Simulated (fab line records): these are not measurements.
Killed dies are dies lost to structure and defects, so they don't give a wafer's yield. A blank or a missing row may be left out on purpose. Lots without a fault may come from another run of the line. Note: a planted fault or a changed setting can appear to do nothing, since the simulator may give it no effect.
What tool caused it? + flow berkeley_cmos170 + Sampling: 13 lots, 39 wafers, 5 of 331 route steps

## WHAT THE GAUGES READ, wafer by wafer
UCB170_M3_RS_MEAS_02: measurement is done with a four-point probe. Usual: M3_AL_RS gives 0.0323 ohm/sq (standard deviation 0.00035).
| lot  | measured     | on            | M3_AL_RS (ohm/sq)    | flag |
|------|--------------|---------------|----------------------|------|
| L212 | day 8 06:16  | film_metro-04 | 0.0324 0.0328 0.0320 |      |
| L209 | day 8 06:50  | film_metro-02 | 0.0326 0.0333 0.0330 |      |
| L211 | day 8 07:09  | film_metro-01 | 0.0318 0.0321 0.0318 |      |
| L210 | day 8 09:10  | film_metro-02 | 0.0310 0.0325 0.0321 |      |
| L221 | day 10 09:38 | film_metro-02 | 0.0326 0.0324 0.0326 |      |
| L223 | day 11 09:46 | film_metro-04 | 0.0323 0.0324 0.0324 |      |
| L226 | day 11 13:50 | film_metro-04 | 0.0322 0.0326 0.0324 |      |
| L225 | day 11 13:31 | film_metro-01 | 0.0324 0.0320 0.0322 |      |
| L227 | day 11 19:37 | film_metro-04 | 0.0322 0.0322 0.0328 |      |
| L228 | day 12 08:06 | film_metro-01 | 0.0318 0.0318 0.0323 |      |
| L230 | day 12 07:58 | film_metro-02 | 0.0324 0.0324 0.0321 |      |
| L231 | day 12 15:40 | film_metro-01 | 0.0322 0.0317 0.0323 |      |
| L232 | day 12 17:42 | film_metro-01 | 0.0325 0.0326 0.0321 |      |

UCB170_M3_OVL_MEAS_16. Usual: M3_OVL gives -6 nm (standard deviation 6.5).
| lot  | measured     | on         | M3_OVL (nm) | flag |
|------|--------------|------------|-------------|------|
| L212 | day 8 08:22  | overlay-01 | -12 -5 -10  |      |
| L209 | day 8 09:06  | overlay-01 | 5 -4 -3     |      |
| L211 | day 8 09:22  | overlay-01 | 0 3 -6      |      |
| L210 | day 8 11:26  | overlay-02 | -7 -5 0     |      |
| L221 | day 10 12:53 | overlay-02 | 5 8 8       |      |
| L223 | day 11 11:44 | overlay-02 | -13 -8 -11  |      |
| L226 | day 11 16:50 | overlay-01 | -4 -12 0    |      |
| L225 | day 11 16:47 | overlay-02 | -10 -9 -20  |      |
| L227 | day 11 21:42 | overlay-02 | -11 -3 -11  |      |
| L228 | day 12 10:30 | overlay-02 | -3 -8 -10   |      |
| L230 | day 12 10:26 | overlay-01 | 9 10 -5     |      |
| L231 | day 12 17:50 | overlay-01 | -7 -5 -11   |      |
| L232 | day 12 20:07 | overlay-02 | 1 -18 -3    |      |

## TOOL THAT RAN EACH LOT (tool first, then ch and the chambers of the sampled wafers, then the start)
| lot  | UCB170_CONTACT_ETCH_17             | UCB170_V2_CVD_00                | UCB170_M3_SPUTTER_01         |
|------|------------------------------------|---------------------------------|------------------------------|
| L212 | rie_diel-01 ch 1,2,3, day 7 15:34  | pecvd-03 ch 0,2, day 8 03:49    | pvd_sputter-03, day 8 06:10  |
| L209 | rie_diel-02 ch 0,2,3, day 7 17:22  | pecvd-01 ch 0,2, day 8 04:09    | pvd_sputter-01, day 8 06:43  |
| L211 | rie_diel-01 ch 0,2, day 7 17:29    | pecvd-04 ch 0,1, day 8 04:27    | pvd_sputter-03, day 8 07:03  |
| L210 | rie_diel-04 ch 1,2,3, day 7 19:25  | pecvd-01 ch 0,1, day 8 06:26    | pvd_sputter-03, day 8 09:02  |
| L221 | rie_diel-04 ch 2,3, day 9 18:47    | pecvd-03 ch 1,2, day 10 06:48   | pvd_sputter-01, day 10 09:34 |
| L223 | rie_diel-04 ch 0,1,3, day 10 12:55 | pecvd-04 ch 1,2, day 11 05:40   | pvd_sputter-01, day 11 09:40 |
| L226 | rie_diel-02 ch 0,2, day 10 20:29   | pecvd-04 ch 0,2, day 11 10:50   | pvd_sputter-01, day 11 13:43 |
| L225 | rie_diel-04 ch 1,2,3, day 10 22:32 | pecvd-01 ch 0,1, day 11 10:33   | pvd_sputter-02, day 11 13:26 |
| L227 | rie_diel-01 ch 2,3, day 10 22:49   | pecvd-03 ch 0,1,2, day 11 17:03 | pvd_sputter-03, day 11 19:32 |
| L228 | rie_diel-02 ch 0,1,2, day 11 14:25 | pecvd-01 ch 0,1, day 12 05:14   | pvd_sputter-02, day 12 07:58 |
| L230 | rie_diel-01 ch 0,2,3, day 11 15:08 | pecvd-03 ch 0,1, day 12 05:00   | pvd_sputter-01, day 12 07:52 |
| L231 | rie_diel-04 ch 0,2, day 12 00:17   | pecvd-04 ch 0,1, day 12 12:25   | pvd_sputter-02, day 12 15:35 |
| L232 | rie_diel-01 ch 0,2,3, day 12 01:32 | pecvd-03 ch 0,1,2, day 12 15:17 | pvd_sputter-03, day 12 17:37 |
- UCB170_CONTACT_ETCH_17: etches BARC in N2/H2.
- UCB170_V2_CVD_00: deposits SiO2 from TEOS/O2, target thk 2000 nm, time 250 s.
- UCB170_M3_SPUTTER_01: material Al, target thk 900 nm, time 120 s.

## WHAT THE TOOLS THEMSELVES READ (means of the sampled wafers that have a number; where no wafer has one, the mark that the record gives instead)
UCB170_CONTACT_ETCH_17. Usual: drypump_motor_current_A 5.5 A, standard deviation 0.47; oes_product_au 0.998 a.u., standard deviation 0.018; throttle_valve_pct 13.35 %, standard deviation 0.14.
| lot  | tool        | drypump_motor_current_A (A) | oes_product_au (a.u.) | throttle_valve_pct (%) | flag |
|------|-------------|-----------------------------|-----------------------|------------------------|------|
| L212 | rie_diel-01 | 4.9                         | 1.005                 | 13.26                  |      |
| L209 | rie_diel-02 | 5.5                         | 0.994                 | 13.39                  |      |
| L211 | rie_diel-01 | 4.9                         | 1.002                 | 13.27                  |      |
| L210 | rie_diel-04 | 5.6                         | 0.991                 | 13.40                  |      |
| L221 | rie_diel-04 | 5.5                         | 0.991                 | 13.43                  |      |
| L223 | rie_diel-04 | 5.8                         | 0.987                 | 13.38                  |      |
| L226 | rie_diel-02 | 5.5                         | 0.979                 | 13.50                  |      |
| L225 | rie_diel-04 | 5.6                         | 0.999                 | 13.40                  |      |
| L227 | rie_diel-01 | 4.8                         | 0.991                 | 13.15                  |      |
| L228 | rie_diel-02 | 5.6                         | 0.994                 | 13.47                  |      |
| L230 | rie_diel-01 | 5.0                         | 1.001                 | 13.23                  |      |
| L231 | rie_diel-04 | 6.1                         | 0.989                 | 13.34                  |      |
| L232 | rie_diel-01 | 5.0                         | 1.004                 | 13.24                  |      |

UCB170_V2_CVD_00. Usual: heater_power_w 252 W, standard deviation 51.
| lot  | tool     | heater_power_w (W) | flag |
|------|----------|--------------------|------|
| L212 | pecvd-03 | 208                |      |
| L209 | pecvd-01 | 236                |      |
| L211 | pecvd-04 | 285                |      |
| L210 | pecvd-01 | 258                |      |
| L221 | pecvd-03 | 244                |      |
| L223 | pecvd-04 | 227                |      |
| L226 | pecvd-04 | 261                |      |
| L225 | pecvd-01 | 292                |      |
| L227 | pecvd-03 | 215                |      |
| L228 | pecvd-01 | 244                |      |
| L230 | pecvd-03 | 218                |      |
| L231 | pecvd-04 | 271                |      |
| L232 | pecvd-03 | 240                |      |

UCB170_M3_SPUTTER_01. Usual: chamber_pressure_pa 0.5002 Pa, standard deviation 0.001; throttle_valve_pct 30.5 %, standard deviation 1.1.
| lot  | tool           | chamber_pressure_pa (Pa) | throttle_valve_pct (%) | flag |
|------|----------------|--------------------------|------------------------|------|
| L212 | pvd_sputter-03 | 0.5003                   | 29.9                   |      |
| L209 | pvd_sputter-01 | 0.5006                   | 30.3                   |      |
| L211 | pvd_sputter-03 | 0.5004                   | 29.8                   |      |
| L210 | pvd_sputter-03 | 0.4805                   | 30.7                   | OFF  |
| L221 | pvd_sputter-01 | 0.5003                   | 31.8                   |      |
| L223 | pvd_sputter-01 | 0.5014                   | 31.7                   |      |
| L226 | pvd_sputter-01 | 0.5010                   | 30.2                   |      |
| L225 | pvd_sputter-02 | 0.5000                   | 29.6                   |      |
| L227 | pvd_sputter-03 | 0.5000                   | 29.9                   |      |
| L228 | pvd_sputter-02 | 0.4998                   | 30.8                   |      |
| L230 | pvd_sputter-01 | 0.5005                   | 30.9                   |      |
| L231 | pvd_sputter-02 | 0.5005                   | 31.0                   |      |
| L232 | pvd_sputter-03 | 0.5002                   | 30.1                   |      |

## THE ANSWER, worked out from the rows above alone
Rule: take the mean of a lot's wafers that have a number; if it is more than 3 standard deviations from the usual mean, the lot is off. A lot without any number at a reading at which 4 lots or more have one is off too. All remaining lots with rows at the step are treated as sound. After the gauges, taken in route order, come the tools' own readings; for these a lot's mean is taken, as printed above. At the first step where some lot is off, the reading lying furthest off is the one used; lots without a number count as furthest.
Off: L210 (UCB170_M3_SPUTTER_01, chamber_pressure_pa).
If a tool, at that step or one of the process steps before it, ran each lot that is off and ran no sound lot following the first of them, it fits. Not one of the candidates tried fits.

## WHAT HAD BEEN PUT IN BY THE SIMULATOR
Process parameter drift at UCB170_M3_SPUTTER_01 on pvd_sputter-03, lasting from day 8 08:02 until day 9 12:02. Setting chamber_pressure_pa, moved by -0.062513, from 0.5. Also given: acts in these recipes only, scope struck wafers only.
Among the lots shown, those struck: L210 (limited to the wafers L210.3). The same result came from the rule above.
